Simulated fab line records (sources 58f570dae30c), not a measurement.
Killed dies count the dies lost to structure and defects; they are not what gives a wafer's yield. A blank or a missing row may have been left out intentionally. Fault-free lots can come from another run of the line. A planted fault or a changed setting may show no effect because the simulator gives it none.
fab line records / flow berkeleyCmos170
record: lots: 6 wafers: 18 lastDay: 11
route steps=331 shown PFIELD@82 FIELD@89
lots untouched by any fault: they come from a run of this same line in which no faults occurred
startH: hours from the record's opening day to when the first of the lot's shown wafers began / waitH: how many hours have passed since the lot's step before this one / " as in the row above / L1.1+2: several wafers, shown together as one row / - no value, or no start given / * or withheld: withheld / < > ~ a bound
route shown NAME@n: NAME is a module with steps in the file, n the number in the route of the first one / usual: the fault-free wafers' mean and standard deviation / same: alike in all rows / chamber/n: place in a boat / sites: each site's reading / _std_site: standard deviation of those values / _edge_site: the outer-site mean with the inner-site mean subtracted / radiusMm: for every site, how far away it sits from the centre of the wafer / mask NAME#n: copy n / behind: tool/chamber where the wafer was last shaped / hold: reason for holding the lot/hours on hold/outcome of the hold / device: names the non-switching transistor (n, p or np) / end of line: at the end of the route, the tests of the same wafers / where a step has no rows: the recipe by itself / killed: dies lost to structure and defects at the first sort, not the wafer's yield / map: a wafer's dies, x killed, . not, _ none there
set.NAME: the run value of the setting; set.NAME@STEP: its run value at that earlier step / model.NAME: the simulator's own value behind a step, which no gauge read
lots seen at some steps along the route; tables by step, rows by wafer
services: the hour from which a tool's chamber was out of use, counted from the record's first day as startH (under 0 if before that day), plus the number of hours and why
== steps ==
step: UCB170_PFIELD_EXPOSE_03
recipe: maskId: PFIELD na: 0.5 sigmaOuter: 0.6 sourceShape: conventional targetCdNm: 1500 doseMj: 30
step: UCB170_PFIELD_PEB_04
recipe: pebTempC: 130 pebTimeS: withheld resist: KrF
step: UCB170_PFIELD_DEVELOP_05
recipe: developer: TMAH developTimeS: 45 resist: KrF devTempC: 21
step: UCB170_PFIELD_OVL_MEAS_06
usual: PFIELD_OVL: 3/4.2
lot.wafer=L984.1 tool=overlay-02 chamber=- startH=103.40 waitH=- PFIELD_OVL[nm]=6
lot.wafer=L984.5 tool=overlay-02 chamber=- startH=103.40 waitH=- PFIELD_OVL[nm]=5
lot.wafer=L984.6 tool=overlay-02 chamber=- startH=103.40 waitH=- PFIELD_OVL[nm]=-1
lot.wafer=L988.3 tool=overlay-02 chamber=- startH=116.42 waitH=- PFIELD_OVL[nm]=-7
lot.wafer=L988.4 tool=overlay-02 chamber=- startH=116.42 waitH=- PFIELD_OVL[nm]=-3
lot.wafer=L988.5 tool=overlay-02 chamber=- startH=116.42 waitH=- PFIELD_OVL[nm]=-6
lot.wafer=L987.1 tool=overlay-02 chamber=- startH=116.58 waitH=- PFIELD_OVL[nm]=1
lot.wafer=L987.3 tool=overlay-02 chamber=- startH=116.58 waitH=- PFIELD_OVL[nm]=4
lot.wafer=L987.4 tool=overlay-02 chamber=- startH=116.58 waitH=- PFIELD_OVL[nm]=5
lot.wafer=L986.1 tool=overlay-01 chamber=- startH=116.79 waitH=- PFIELD_OVL[nm]=3
lot.wafer=L986.2 tool=overlay-01 chamber=- startH=116.79 waitH=- PFIELD_OVL[nm]=0
lot.wafer=L986.6 tool=overlay-01 chamber=- startH=116.79 waitH=- PFIELD_OVL[nm]=-4
lot.wafer=L997.1 tool=overlay-01 chamber=- startH=172.41 waitH=- PFIELD_OVL[nm]=8
lot.wafer=L997.2 tool=overlay-01 chamber=- startH=172.41 waitH=- PFIELD_OVL[nm]=0
lot.wafer=L997.3 tool=overlay-01 chamber=- startH=172.41 waitH=- PFIELD_OVL[nm]=9
lot.wafer=L100.2 tool=overlay-02 chamber=- startH=177.41 waitH=- PFIELD_OVL[nm]=0
lot.wafer=L100.3 tool=overlay-02 chamber=- startH=177.41 waitH=- PFIELD_OVL[nm]=3
lot.wafer=L100.5 tool=overlay-02 chamber=- startH=177.41 waitH=- PFIELD_OVL[nm]=10
step: UCB170_PFIELD_IMPLANT_07
recipe: species: B doseCm2: 2e+13 energyKev: 80.67 tiltDeg: 7
step: UCB170_PFIELD_STRIP_08
recipe: chemistry: O2 powerW: 400 pressureMtorr: 3500 platenTempC: withheld o2FlowSccm: 400 overashFraction: 0.5
usual: drypumpMotorCurrentA: 5.8/0.61 oesProductAu: 0.735/0.0048 stripTimeToEndpointS: 21.65/0.063
same: overashFraction: 0.5
lot.wafer=L984.1 tool=plasmaAsher-02 chamber=1 startH=103.59 waitH=0.1 drypumpMotorCurrentA=6.2 oesProductAu=0.744 rfHoursCounterH=43 stripTimeToEndpointS=21.58
lot.wafer=L984.5 tool=plasmaAsher-02 chamber=0 startH=103.59 waitH=0.1 drypumpMotorCurrentA=5.9 oesProductAu=0.734 rfHoursCounterH=- stripTimeToEndpointS=21.59
lot.wafer=L984.6 tool=plasmaAsher-02 chamber=1 startH=103.59 waitH=0.1 drypumpMotorCurrentA=6.2 oesProductAu=0.732 rfHoursCounterH=- stripTimeToEndpointS=21.59
lot.wafer=L988.3 tool=plasmaAsher-03 chamber=1 startH=116.63 waitH=0.1 drypumpMotorCurrentA=6.8 oesProductAu=0.732 rfHoursCounterH=- stripTimeToEndpointS=21.71
lot.wafer=L988.4 tool=plasmaAsher-03 chamber=0 startH=116.63 waitH=0.1 drypumpMotorCurrentA=6.3 oesProductAu=0.736 rfHoursCounterH=- stripTimeToEndpointS=21.70
lot.wafer=L988.5 tool=plasmaAsher-03 chamber=1 startH=116.63 waitH=0.1 drypumpMotorCurrentA=6.8 oesProductAu=0.738 rfHoursCounterH=- stripTimeToEndpointS=21.75
lot.wafer=L987.1 tool=plasmaAsher-03 chamber=0 startH=116.77 waitH=0.1 drypumpMotorCurrentA=6.3 oesProductAu=0.733 rfHoursCounterH=40 stripTimeToEndpointS=21.57
lot.wafer=L987.3 tool=plasmaAsher-03 chamber=1 startH=116.77 waitH=0.1 drypumpMotorCurrentA=6.7 oesProductAu=0.736 rfHoursCounterH=- stripTimeToEndpointS=21.60
lot.wafer=L987.4 tool=plasmaAsher-03 chamber=0 startH=116.77 waitH=0.1 drypumpMotorCurrentA=6.3 oesProductAu=0.730 rfHoursCounterH=- stripTimeToEndpointS=21.62
lot.wafer=L986.1 tool=plasmaAsher-04 chamber=1 startH=116.98 waitH=0.1 drypumpMotorCurrentA=5.0 oesProductAu=0.739 rfHoursCounterH=30 stripTimeToEndpointS=21.57
lot.wafer=L986.2 tool=plasmaAsher-04 chamber=0 startH=116.98 waitH=0.1 drypumpMotorCurrentA=5.2 oesProductAu=0.732 rfHoursCounterH=30 stripTimeToEndpointS=21.56
lot.wafer=L986.6 tool=plasmaAsher-04 chamber=1 startH=116.98 waitH=0.1 drypumpMotorCurrentA=4.9 oesProductAu=0.730 rfHoursCounterH=- stripTimeToEndpointS=21.59
lot.wafer=L997.1 tool=plasmaAsher-03 chamber=0 startH=172.60 waitH=0.1 drypumpMotorCurrentA=6.3 oesProductAu=0.730 rfHoursCounterH=47 stripTimeToEndpointS=21.61
lot.wafer=L997.2 tool=plasmaAsher-03 chamber=1 startH=172.60 waitH=0.1 drypumpMotorCurrentA=6.8 oesProductAu=0.733 rfHoursCounterH=47 stripTimeToEndpointS=21.58
lot.wafer=L997.3 tool=plasmaAsher-03 chamber=1 startH=172.60 waitH=0.1 drypumpMotorCurrentA=6.7 oesProductAu=0.735 rfHoursCounterH=- stripTimeToEndpointS=21.59
lot.wafer=L100.2 tool=plasmaAsher-02 chamber=0 startH=177.59 waitH=0.1 drypumpMotorCurrentA=5.9 oesProductAu=0.741 rfHoursCounterH=5 stripTimeToEndpointS=21.61
lot.wafer=L100.3 tool=plasmaAsher-02 chamber=0 startH=177.59 waitH=0.1 drypumpMotorCurrentA=5.9 oesProductAu=0.749 rfHoursCounterH=- stripTimeToEndpointS=21.63
lot.wafer=L100.5 tool=plasmaAsher-02 chamber=0 startH=177.59 waitH=0.1 drypumpMotorCurrentA=5.8 oesProductAu=0.740 rfHoursCounterH=- stripTimeToEndpointS=21.62
step: UCB170_PFIELD_TW_MEAS_09
usual: PFIELD_TW: 604/4.3
lot.wafer=L984.1 tool=filmMetro-03 chamber=- startH=103.69 waitH=0.1 PFIELD_TW=603
lot.wafer=L984.5 tool=filmMetro-03 chamber=- startH=103.69 waitH=0.1 PFIELD_TW=604
lot.wafer=L984.6 tool=filmMetro-03 chamber=- startH=103.69 waitH=0.1 PFIELD_TW=606
lot.wafer=L988.3 tool=filmMetro-03 chamber=- startH=116.73 waitH=0.1 PFIELD_TW=603
lot.wafer=L988.4 tool=filmMetro-03 chamber=- startH=116.73 waitH=0.1 PFIELD_TW=605
lot.wafer=L988.5 tool=filmMetro-03 chamber=- startH=116.73 waitH=0.1 PFIELD_TW=603
lot.wafer=L987.1 tool=filmMetro-01 chamber=- startH=116.87 waitH=0.1 PFIELD_TW=610
lot.wafer=L987.3 tool=filmMetro-01 chamber=- startH=116.87 waitH=0.1 PFIELD_TW=612
lot.wafer=L987.4 tool=filmMetro-01 chamber=- startH=116.87 waitH=0.1 PFIELD_TW=611
lot.wafer=L986.1 tool=filmMetro-04 chamber=- startH=117.08 waitH=0.1 PFIELD_TW=602
lot.wafer=L986.2 tool=filmMetro-04 chamber=- startH=117.08 waitH=0.1 PFIELD_TW=602
lot.wafer=L986.6 tool=filmMetro-04 chamber=- startH=117.08 waitH=0.1 PFIELD_TW=602
lot.wafer=L997.1 tool=filmMetro-03 chamber=- startH=172.70 waitH=0.1 PFIELD_TW=601
lot.wafer=L997.2 tool=filmMetro-03 chamber=- startH=172.70 waitH=0.1 PFIELD_TW=600
lot.wafer=L997.3 tool=filmMetro-03 chamber=- startH=172.70 waitH=0.1 PFIELD_TW=604
lot.wafer=L100.2 tool=filmMetro-04 chamber=- startH=177.70 waitH=0.1 PFIELD_TW=602
lot.wafer=L100.3 tool=filmMetro-04 chamber=- startH=177.70 waitH=0.1 PFIELD_TW=602
lot.wafer=L100.5 tool=filmMetro-04 chamber=- startH=177.70 waitH=0.1 PFIELD_TW=602
step: UCB170_FIELD_CLEAN_00
recipe: chemistry: dHF dilution: 25:1 timeS: 7.5
step: UCB170_FIELD_OXIDATION_01
recipe: tempC: 1000 ambient: H2O pH2oTorr: 584.62 targetThkA: 5583 oxTimeS: 7200
step: UCB170_FIELD_THK_MEAS_02
recipe: reads: SiO2_of_FIELD_OXIDATION_01
usual: FIELD_OXIDE_THK: 562/11
lot.wafer=L984.1 tool=filmMetro-01 chamber=- startH=109.01 waitH=0.0 FIELD_OXIDE_THK[nm]=574
lot.wafer=L984.5 tool=filmMetro-01 chamber=- startH=109.01 waitH=0.0 FIELD_OXIDE_THK[nm]=568
lot.wafer=L984.6 tool=filmMetro-01 chamber=- startH=109.01 waitH=0.0 FIELD_OXIDE_THK[nm]=562
lot.wafer=L986.1 tool=filmMetro-01 chamber=- startH=124.42 waitH=0.0 FIELD_OXIDE_THK[nm]=551
lot.wafer=L986.2 tool=filmMetro-01 chamber=- startH=124.42 waitH=0.0 FIELD_OXIDE_THK[nm]=546
lot.wafer=L986.6 tool=filmMetro-01 chamber=- startH=124.42 waitH=0.0 FIELD_OXIDE_THK[nm]=548
lot.wafer=L987.1 tool=filmMetro-04 chamber=- startH=124.42 waitH=0.0 FIELD_OXIDE_THK[nm]=549
lot.wafer=L987.3 tool=filmMetro-04 chamber=- startH=124.42 waitH=0.0 FIELD_OXIDE_THK[nm]=551
lot.wafer=L987.4 tool=filmMetro-04 chamber=- startH=124.42 waitH=0.0 FIELD_OXIDE_THK[nm]=558
lot.wafer=L988.3 tool=filmMetro-02 chamber=- startH=124.44 waitH=0.0 FIELD_OXIDE_THK[nm]=545
lot.wafer=L988.4 tool=filmMetro-02 chamber=- startH=124.44 waitH=0.0 FIELD_OXIDE_THK[nm]=559
lot.wafer=L988.5 tool=filmMetro-02 chamber=- startH=124.44 waitH=0.0 FIELD_OXIDE_THK[nm]=560
lot.wafer=L997.1 tool=filmMetro-01 chamber=- startH=180.80 waitH=0.0 FIELD_OXIDE_THK[nm]=553
lot.wafer=L997.2 tool=filmMetro-01 chamber=- startH=180.80 waitH=0.0 FIELD_OXIDE_THK[nm]=561
lot.wafer=L997.3 tool=filmMetro-01 chamber=- startH=180.80 waitH=0.0 FIELD_OXIDE_THK[nm]=557
lot.wafer=L100.2 tool=filmMetro-01 chamber=- startH=180.87 waitH=0.1 FIELD_OXIDE_THK[nm]=567
lot.wafer=L100.3 tool=filmMetro-01 chamber=- startH=180.87 waitH=0.1 FIELD_OXIDE_THK[nm]=567
lot.wafer=L100.5 tool=filmMetro-01 chamber=- startH=180.87 waitH=0.1 FIELD_OXIDE_THK[nm]=565
step: UCB170_FIELD_ANNEAL_03
recipe: tempC: 1000 timeS: 1200 ambient: N2
step: UCB170_FIELD_WET_ETCH_04
recipe: chemistry: dHF dilution: 10:1 target: SiO2 tempC: 25 timeS: 60
step: UCB170_FIELD_WET_ETCH_05
recipe: chemistry: H3PO4 target: Si3N4 tempC: 160 timeS: 12600
usual: bathGuardTempC: 159.8/0.48 bathHeatDutyPct: 27.3/2.7
lot.wafer=L984.1 tool=wetBench-01 chamber=0 startH=112.35 waitH=0.2 bathGuardTempC=160.3 bathHeatDutyPct=25.7 model.Si3N4_of_ACTIVE_CVD_05.thkNm=0 model.SiO2_of_FIELD_OXIDATION_01.thkNm=506.9
lot.wafer=L984.5 tool=wetBench-01 chamber=0 startH=112.35 waitH=0.2 bathGuardTempC=159.8 bathHeatDutyPct=25.2 model.Si3N4_of_ACTIVE_CVD_05.thkNm=0 model.SiO2_of_FIELD_OXIDATION_01.thkNm=501.7
lot.wafer=L984.6 tool=wetBench-01 chamber=0 startH=112.35 waitH=0.2 bathGuardTempC=160.2 bathHeatDutyPct=24.9 model.Si3N4_of_ACTIVE_CVD_05.thkNm=0 model.SiO2_of_FIELD_OXIDATION_01.thkNm=495.5
lot.wafer=L986.1 tool=wetBench-04 chamber=0 startH=128.12 waitH=0.0 bathGuardTempC=- bathHeatDutyPct=- model.Si3N4_of_ACTIVE_CVD_05.thkNm=212.5 model.SiO2_of_FIELD_OXIDATION_01.thkNm=517.6
lot.wafer=L986.2 tool=wetBench-04 chamber=0 startH=128.12 waitH=0.0 bathGuardTempC=- bathHeatDutyPct=- model.Si3N4_of_ACTIVE_CVD_05.thkNm=211.1 model.SiO2_of_FIELD_OXIDATION_01.thkNm=511.9
lot.wafer=L986.6 tool=wetBench-04 chamber=0 startH=128.12 waitH=0.0 bathGuardTempC=- bathHeatDutyPct=- model.Si3N4_of_ACTIVE_CVD_05.thkNm=210.4 model.SiO2_of_FIELD_OXIDATION_01.thkNm=514.3
lot.wafer=L987.1 tool=wetBench-04 chamber=0 startH=128.12 waitH=0.0 bathGuardTempC=- bathHeatDutyPct=- model.Si3N4_of_ACTIVE_CVD_05.thkNm=211.8 model.SiO2_of_FIELD_OXIDATION_01.thkNm=516.1
lot.wafer=L987.3 tool=wetBench-04 chamber=0 startH=128.12 waitH=0.0 bathGuardTempC=- bathHeatDutyPct=- model.Si3N4_of_ACTIVE_CVD_05.thkNm=210.7 model.SiO2_of_FIELD_OXIDATION_01.thkNm=518.2
lot.wafer=L987.4 tool=wetBench-04 chamber=0 startH=128.12 waitH=0.0 bathGuardTempC=- bathHeatDutyPct=- model.Si3N4_of_ACTIVE_CVD_05.thkNm=212.8 model.SiO2_of_FIELD_OXIDATION_01.thkNm=524.5
lot.wafer=L988.3 tool=wetBench-04 chamber=3 startH=128.12 waitH=0.0 bathGuardTempC=160.4 bathHeatDutyPct=24.3 model.Si3N4_of_ACTIVE_CVD_05.thkNm=0 model.SiO2_of_FIELD_OXIDATION_01.thkNm=478.6
lot.wafer=L988.4 tool=wetBench-04 chamber=3 startH=128.12 waitH=0.0 bathGuardTempC=160.3 bathHeatDutyPct=22.6 model.Si3N4_of_ACTIVE_CVD_05.thkNm=0 model.SiO2_of_FIELD_OXIDATION_01.thkNm=491.4
lot.wafer=L988.5 tool=wetBench-04 chamber=3 startH=128.12 waitH=0.0 bathGuardTempC=160.6 bathHeatDutyPct=23.7 model.Si3N4_of_ACTIVE_CVD_05.thkNm=0 model.SiO2_of_FIELD_OXIDATION_01.thkNm=492.9
lot.wafer=L997.1 tool=wetBench-04 chamber=0 startH=186.38 waitH=0.0 bathGuardTempC=159.4 bathHeatDutyPct=30.6 model.Si3N4_of_ACTIVE_CVD_05.thkNm=0 model.SiO2_of_FIELD_OXIDATION_01.thkNm=486.7
lot.wafer=L997.2 tool=wetBench-04 chamber=0 startH=186.38 waitH=0.0 bathGuardTempC=159.2 bathHeatDutyPct=29.5 model.Si3N4_of_ACTIVE_CVD_05.thkNm=0 model.SiO2_of_FIELD_OXIDATION_01.thkNm=494.9
lot.wafer=L997.3 tool=wetBench-04 chamber=0 startH=186.38 waitH=0.0 bathGuardTempC=159.1 bathHeatDutyPct=30.0 model.Si3N4_of_ACTIVE_CVD_05.thkNm=0 model.SiO2_of_FIELD_OXIDATION_01.thkNm=491.3
lot.wafer=L100.2 tool=wetBench-04 chamber=0 startH=186.38 waitH=0.0 bathGuardTempC=159.5 bathHeatDutyPct=29.5 model.Si3N4_of_ACTIVE_CVD_05.thkNm=0 model.SiO2_of_FIELD_OXIDATION_01.thkNm=501.9
lot.wafer=L100.3 tool=wetBench-04 chamber=0 startH=186.38 waitH=0.0 bathGuardTempC=159.6 bathHeatDutyPct=28.8 model.Si3N4_of_ACTIVE_CVD_05.thkNm=0 model.SiO2_of_FIELD_OXIDATION_01.thkNm=502.2
lot.wafer=L100.5 tool=wetBench-04 chamber=0 startH=186.38 waitH=0.0 bathGuardTempC=158.8 bathHeatDutyPct=29.6 model.Si3N4_of_ACTIVE_CVD_05.thkNm=0 model.SiO2_of_FIELD_OXIDATION_01.thkNm=499.9
step: UCB170_FIELD_WET_ETCH_06
recipe: chemistry: BOE dilution: 5:1 target: SiO2 tempC: 25 timeS: 22
usual: bathHeatDutyPct: 6.2/0.71 runLengthS: 49.3/1.1
lot.wafer=L984.1 tool=wetBench-04 chamber=2 startH=115.96 waitH=0.1 bathHeatDutyPct=5.3 runLengthS=49.9 model.SiO2_of_FIELD_OXIDATION_01.thkNm=457.4
lot.wafer=L984.5 tool=wetBench-04 chamber=2 startH=115.96 waitH=0.1 bathHeatDutyPct=5.8 runLengthS=49.9 model.SiO2_of_FIELD_OXIDATION_01.thkNm=451.8
lot.wafer=L984.6 tool=wetBench-04 chamber=2 startH=115.96 waitH=0.1 bathHeatDutyPct=5.3 runLengthS=49.9 model.SiO2_of_FIELD_OXIDATION_01.thkNm=445.9
lot.wafer=L986.1 tool=wetBench-04 chamber=0 startH=131.65 waitH=0.0 bathHeatDutyPct=7.3 runLengthS=49.4 model.SiO2_of_FIELD_OXIDATION_01.thkNm=466.6
lot.wafer=L986.2 tool=wetBench-04 chamber=0 startH=131.65 waitH=0.0 bathHeatDutyPct=7.3 runLengthS=49.4 model.SiO2_of_FIELD_OXIDATION_01.thkNm=461.1
lot.wafer=L986.6 tool=wetBench-04 chamber=0 startH=131.65 waitH=0.0 bathHeatDutyPct=6.9 runLengthS=49.4 model.SiO2_of_FIELD_OXIDATION_01.thkNm=463.5
lot.wafer=L987.1 tool=wetBench-04 chamber=1 startH=131.65 waitH=0.0 bathHeatDutyPct=6.7 runLengthS=47.9 model.SiO2_of_FIELD_OXIDATION_01.thkNm=466
lot.wafer=L987.3 tool=wetBench-04 chamber=1 startH=131.65 waitH=0.0 bathHeatDutyPct=7.6 runLengthS=47.9 model.SiO2_of_FIELD_OXIDATION_01.thkNm=468.2
lot.wafer=L987.4 tool=wetBench-04 chamber=1 startH=131.65 waitH=0.0 bathHeatDutyPct=6.8 runLengthS=47.9 model.SiO2_of_FIELD_OXIDATION_01.thkNm=474.5
lot.wafer=L988.3 tool=wetBench-04 chamber=3 startH=131.65 waitH=0.0 bathHeatDutyPct=6.0 runLengthS=48.7 model.SiO2_of_FIELD_OXIDATION_01.thkNm=427.7
lot.wafer=L988.4 tool=wetBench-04 chamber=3 startH=131.65 waitH=0.0 bathHeatDutyPct=5.1 runLengthS=48.7 model.SiO2_of_FIELD_OXIDATION_01.thkNm=440.4
lot.wafer=L988.5 tool=wetBench-04 chamber=3 startH=131.65 waitH=0.0 bathHeatDutyPct=6.6 runLengthS=48.7 model.SiO2_of_FIELD_OXIDATION_01.thkNm=441.8
lot.wafer=L997.1 tool=wetBench-01 chamber=3 startH=189.92 waitH=0.0 bathHeatDutyPct=5.7 runLengthS=49.0 model.SiO2_of_FIELD_OXIDATION_01.thkNm=436.1
lot.wafer=L997.2 tool=wetBench-01 chamber=3 startH=189.92 waitH=0.0 bathHeatDutyPct=5.3 runLengthS=49.0 model.SiO2_of_FIELD_OXIDATION_01.thkNm=444.4
lot.wafer=L997.3 tool=wetBench-01 chamber=3 startH=189.92 waitH=0.0 bathHeatDutyPct=6.3 runLengthS=49.0 model.SiO2_of_FIELD_OXIDATION_01.thkNm=440.5
lot.wafer=L100.2 tool=wetBench-01 chamber=1 startH=189.92 waitH=0.0 bathHeatDutyPct=6.8 runLengthS=49.1 model.SiO2_of_FIELD_OXIDATION_01.thkNm=452.7
lot.wafer=L100.3 tool=wetBench-01 chamber=1 startH=189.92 waitH=0.0 bathHeatDutyPct=6.9 runLengthS=49.1 model.SiO2_of_FIELD_OXIDATION_01.thkNm=453.2
lot.wafer=L100.5 tool=wetBench-01 chamber=1 startH=189.92 waitH=0.0 bathHeatDutyPct=6.2 runLengthS=49.1 model.SiO2_of_FIELD_OXIDATION_01.thkNm=451
== services ==
tool=plasmaAsher-04 chamber=- startH=92.19 hours=0.9 kind=repair
tool=plasmaAsher-02 chamber=- startH=108.75 hours=9.0 kind=pm
tool=plasmaAsher-02 chamber=0 startH=108.75 hours=9.0 kind=ventCycle
tool=plasmaAsher-02 chamber=1 startH=108.75 hours=9.0 kind=ventCycle
tool=plasmaAsher-02 chamber=0 startH=117.75 hours=- kind=clean
tool=plasmaAsher-02 chamber=1 startH=117.75 hours=- kind=clean
tool=plasmaAsher-03 chamber=- startH=118.09 hours=1.4 kind=repair
tool=plasmaAsher-02 chamber=- startH=163.56 hours=12.4 kind=repair
== key ==
firstSign: step: UCB170_FIELD_WET_ETCH_05 reading: toolRecord direction: missing
effect none on later readings
modelEffect: step: UCB170_FIELD_WET_ETCH_05 value: Si3N4_of_ACTIVE_CVD_05.thkNm without: 0 struck: 211.5
modelEffect: step: UCB170_FIELD_WET_ETCH_06 value: SiO2_of_FIELD_OXIDATION_01.thkNm without: 433.3 struck: 466.7
metAt UCB170_FIELD_WET_ETCH_05
struckWafers L986.1,L986.2,L986.6,L987.1,L987.3,L987.4
laterRowsLeftOut L986.1,L986.2,L986.6,L987.1,L987.3,L987.4
sortLeftOut L986.1,L986.2,L986.6,L987.1,L987.3,L987.4
testerLeftOut L986,L987
fault: kind: skippedStepWhole tool: wetBench-04 chamber: - onsetH: 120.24 steps: UCB170_FIELD_WET_ETCH_05 scope: struckLotsOnly
testerLeftOut: of these lots the tester's yield and bins aren't shown, on N5 and GAA mostly nor the transistor test; their killed dies are dies lost to structure and defects alone, not to doping, threshold or leakage, so they don't give the yield
sortLeftOut: the simulated sort isn't trusted on such a fault, so these wafers' sort isn't shown, and their yield isn't known
laterRowsLeftOut: the simulator's readings of these wafers behind a module that went badly wrong aren't trusted and aren't shown, but for the sort
